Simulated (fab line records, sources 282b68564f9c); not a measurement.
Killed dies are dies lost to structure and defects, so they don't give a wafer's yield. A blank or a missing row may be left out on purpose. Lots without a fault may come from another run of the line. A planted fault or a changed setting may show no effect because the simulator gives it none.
fab line records | flow rit_cmos
record lots=5 wafers=15 last_day=7
route steps=202 shown M1@184
lots that met no fault: from a run of the same line without faults
start_h: hours from the record's first day to the start of the lot's first wafer shown | wait_h: hours since the lot's step before | " the same as in the row above | L1.1+2: a row that stands for several wafers | - no value, or no start given | * or withheld: withheld | < > ~ a bound
route shown NAME@n: a module of which the file shows steps, and the number in the route of the first | usual: mean/standard deviation of fault-free wafers | same: alike in all rows | chamber/n: place in a boat | sites: the reading at each site | _std_site: their standard deviation | _edge_site: outer sites' mean less inner sites' | radius_mm: how far each site lies from the wafer's centre | mask NAME#n: copy n | behind: the tool/chamber that last shaped the wafer | hold: why the lot was held/for how many hours/how that ended | device: the transistor (n, p or np) that didn't switch | end of line: the same wafers' tests at the end of the route | a step without rows: its recipe alone | killed: dies lost to structure and defects at the first sort, not the wafer's yield | map: a wafer's dies, x killed, . not, _ none there
set.NAME: the setting as run; set.NAME@STEP: as run at that earlier step | model.NAME: the simulator's own value behind a step, which no gauge read
lots at some steps of the route; a table a step, a row a wafer
services: from which hour (start_h, from the record's first day; less than 0 if before it) a tool's chamber was out of use, for how many hours, and why
## steps
# step RIT_M1_SPUTTER_00
# recipe material=Al target_thk_nm=400 power_w=2000 chamber_pressure_pa=0.4 gas=Ar time_s=500 substrate_temp_c=25
# usual throttle_valve_pct=30.0/1
# same time_s=500
# columns lot.wafer tool chamber start_h wait_h throttle_valve_pct
L081.1 pvd_sputter-03 - 88.96 0.0 30.0
L081.2 " - " " 30.5
L081.3 " - " " 30.3
L082.1 pvd_sputter-04 - 93.66 0.0 30.2
L082.3 " - " " 28.1
L082.4 " - " " 28.7
L089.1 pvd_sputter-01 - 127.45 0.0 30.1
L089.4 " - " " 29.7
L089.6 " - " " 29.7
L090.1 pvd_sputter-04 - 132.40 0.0 31.8
L090.2 " - " " 29.1
L090.4 " - " " 28.1
L096.2 pvd_sputter-04 - 162.39 0.0 28.8
L096.4 " - " " 30.6
L096.5 " - " " 31.9
# step RIT_M1_RS_MEAS_01
# recipe thk_meas_gauge=four-point-probe reads=Al_of_M1_SPUTTER_00
# usual M1_AL_RS=0.0731/0.00074
# columns lot.wafer tool chamber start_h wait_h M1_AL_RS[ohm/sq]
L081.1 film_metro-02 - 89.26 0.1 0.0725
L081.2 " - " " 0.0725
L081.3 " - " " 0.0729
L082.1 film_metro-04 - 93.96 0.1 0.0722
L082.3 " - " " 0.0729
L082.4 " - " " 0.0719
L089.1 film_metro-02 - 127.74 0.1 0.0730
L089.4 " - " " 0.0718
L089.6 " - " " 0.0726
L090.1 film_metro-04 - 132.70 0.1 0.0735
L090.2 " - " " 0.0723
L090.4 " - " " 0.0732
L096.2 film_metro-03 - 162.70 0.2 0.0728
L096.4 " - " " 0.0739
L096.5 " - " " 0.0731
# step RIT_M1_THK_MEAS_02
# recipe thk_meas_gauge=xrf reads=Al_of_M1_SPUTTER_00
# usual M1_AL_THK=403/5.4
# columns lot.wafer tool chamber start_h wait_h M1_AL_THK[nm]
L081.1 film_metro-02 - 89.38 0.1 403
L081.2 " - " " 403
L081.3 " - " " 402
L082.1 film_metro-04 - 94.08 0.1 410
L082.3 " - " " 407
L082.4 " - " " 416
L089.1 film_metro-02 - 127.86 0.1 398
L089.4 " - " " 408
L089.6 " - " " 403
L090.1 film_metro-04 - 132.82 0.1 405
L090.2 " - " " 410
L090.4 " - " " 408
L096.2 film_metro-03 - 162.81 0.1 401
L096.4 " - " " 395
L096.5 " - " " 400
# step RIT_M1_HMDS_03
# recipe prime_time_s=60 prime_temp_c=140
# same prime_time_s=60
# columns lot.wafer tool chamber start_h wait_h
L081.1+2+3 litho_track-01 0 89.44 0.1
L082.1+3+4 litho_track-01 0 94.14 0.1
L089.1+4+6 litho_track-04 0 127.92 0.1
L090.1+2+4 litho_track-03 0 132.88 0.1
L096.2+4+5 litho_track-01 0 162.89 0.1
# step RIT_M1_COAT_04
# recipe resist=NOVOLAK spin_rpm=2000 resist_thk_nm=1300
# columns lot.wafer tool chamber start_h wait_h
L081.1+2+3 litho_track-01 0 89.59 0.1
L082.1+3+4 litho_track-01 0 94.29 0.1
L089.1+4+6 litho_track-04 0 128.07 0.1
L090.1+2+4 litho_track-03 0 133.03 0.1
L096.2+4+5 litho_track-01 0 163.04 0.1
# step RIT_M1_SOFTBAKE_05
# recipe resist=NOVOLAK temp_c=90 time_s=60
# same time_s=60
# columns lot.wafer tool chamber start_h wait_h
L081.1+2+3 litho_track-01 0 89.74 0.1
L082.1+3+4 litho_track-01 0 94.44 0.1
L089.1+4+6 litho_track-04 0 128.22 0.1
L090.1+2+4 litho_track-03 0 133.18 0.1
L096.2+4+5 litho_track-01 0 163.19 0.1
# step RIT_M1_EXPOSE_06
# recipe mask_id=M12 na=0.6 source_shape=conventional sigma_outer=0.5 target_cd_nm=2600 dose_mj=250
# same na=0.6
# columns lot.wafer tool chamber start_h wait_h mask
L081.1+2+3 iline_stepper-02 0 89.89 0.1 M12#0
L082.1+3+4 iline_stepper-02 0 94.59 0.1 M12#0
L089.1+4+6 iline_stepper-02 0 128.37 0.1 M12#0
L090.1+2+4 iline_stepper-02 0 133.33 0.1 M12#0
L096.2+4+5 iline_stepper-01 0 163.46 0.2 M12#0
# step RIT_M1_PEB_07
# recipe resist=NOVOLAK temp_c=withheld time_s=withheld
# columns lot.wafer tool chamber start_h wait_h
L081.1+2+3 litho_track-04 0 90.00 0.1
L082.1+3+4 litho_track-04 0 94.70 0.1
L089.1+4+6 litho_track-04 0 128.49 0.1
L090.1+2+4 litho_track-04 0 133.44 0.1
L096.2+4+5 litho_track-04 0 163.58 0.1
# step RIT_M1_DEVELOP_08
# recipe resist=NOVOLAK develop_time_s=68 dev_temp_c=23
# columns lot.wafer tool chamber start_h wait_h
L081.1+2+3 litho_track-04 0 - -
L082.1+3+4 litho_track-04 0 - -
L089.1+4+6 litho_track-04 0 - -
L090.1+2+4 litho_track-04 0 - -
L096.2+4+5 litho_track-04 0 - -
# step RIT_M1_CD_MEAS_09
# recipe target_cd_nm=2600
# usual cd_nm=2600.5/2
# columns lot.wafer tool chamber start_h wait_h cd_nm
L081.1 cd_sem-01 - 90.32 - 2599.8
L081.2 " - " " 2602.4
L081.3 " - " " 2603.9
L082.1 cd_sem-01 - 95.02 - 2600.6
L082.3 " - " " 2601.1
L082.4 " - " " 2603.1
L089.1 cd_sem-02 - 128.80 - 2597.8
L089.4 " - " " 2598.8
L089.6 " - " " 2598.0
L090.1 cd_sem-02 - 133.76 - 2600.6
L090.2 " - " " 2598.7
L090.4 " - " " 2602.0
L096.2 cd_sem-01 - 163.89 - 2599.2
L096.4 " - " " 2599.7
L096.5 " - " " 2600.3
# step RIT_M1_OVL_MEAS_10
# usual M1_OVL=0.0/1.1
# columns lot.wafer tool chamber start_h wait_h M1_OVL[nm]
L081.1 overlay-02 - 90.44 0.1 0.5
L081.2 " - " " 0.3
L081.3 " - " " 1.0
L082.1 overlay-01 - 95.14 0.1 0.4
L082.3 " - " " -0.1
L082.4 " - " " 0.7
L089.1 overlay-01 - 128.92 0.1 -1.1
L089.4 " - " " -0.9
L089.6 " - " " -1.3
L090.1 overlay-01 - 133.88 0.1 -0.4
L090.2 " - " " 0.8
L090.4 " - " " 2.5
L096.2 overlay-02 - 164.00 0.1 -0.1
L096.4 " - " " -1.5
L096.5 " - " " -1.5
# step RIT_M1_HARDBAKE_11
# recipe resist=NOVOLAK temp_c=140 time_s=120
# same time_s=120
# columns lot.wafer tool chamber start_h wait_h
L081.1+2+3 litho_track-01 0 90.47 0.0
L082.1+3+4 litho_track-01 0 95.17 0.0
L089.1+4+6 litho_track-03 0 128.96 0.0
L090.1+2+4 litho_track-04 0 133.91 0.0
L096.2+4+5 litho_track-01 0 164.07 0.1
## services
# columns tool chamber start_h hours kind
iline_stepper-01 - 122.91 1.7 pm
iline_stepper-02 - 160.39 4.9 repair
## key
fault none
